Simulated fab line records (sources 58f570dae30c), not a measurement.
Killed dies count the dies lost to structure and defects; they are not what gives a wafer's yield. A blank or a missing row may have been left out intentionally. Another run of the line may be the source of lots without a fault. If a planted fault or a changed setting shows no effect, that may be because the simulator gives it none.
Chamber matching | flow berkeley_cmos170 | 3 sister chambers for UCB170_GATE_ETCH_15 on rie_si-02
The step etches poly-Si in HBr/Cl2, stops on SiO2, time 56.3 s, target depth 278.2 nm. 3 wafers are shown with their chamber, then 5 later ones without.

WAFERS PAIRED WITH THEIR CHAMBERS
wafer  | chamber | throttle_valve_pct (%)
L311.5 | 3       | 26.65
L323.2 | 2       | 25.85
L323.6 | 1       | 26.40

WAFERS MISSING THEIR CHAMBER
wafer  | throttle_valve_pct (%)
L325.1 | 26.41
L325.2 | 25.86
L325.5 | 25.86
L329.3 | 26.65
L329.6 | 26.40

THE CHAMBER EACH PASSED THROUGH
wafer  | from the rows above | in truth
L325.1 | 1                   | 1
L325.2 | 2                   | 2
L325.5 | 2                   | 2
L329.3 | 3                   | 3
L329.6 | 1                   | 1
Correctly placed: 5 of 5. From these rows, 0 cannot be placed. Placed wrongly: 0.
How it was worked out, from the rows above alone: a wafer's distance from a chamber is the root of the sum, over the readings, of the square of ((its reading less the chamber's mean) divided by the reading's scatter). The wafer belongs to the nearest chamber; if the next one is less than 2 further off, it can't be placed. For every chamber, the mean is computed from those of its wafers that are shown. The scatter: with one shown wafer a chamber, the root of the mean of the squares of how far each hidden wafer lies from its nearest shown one.
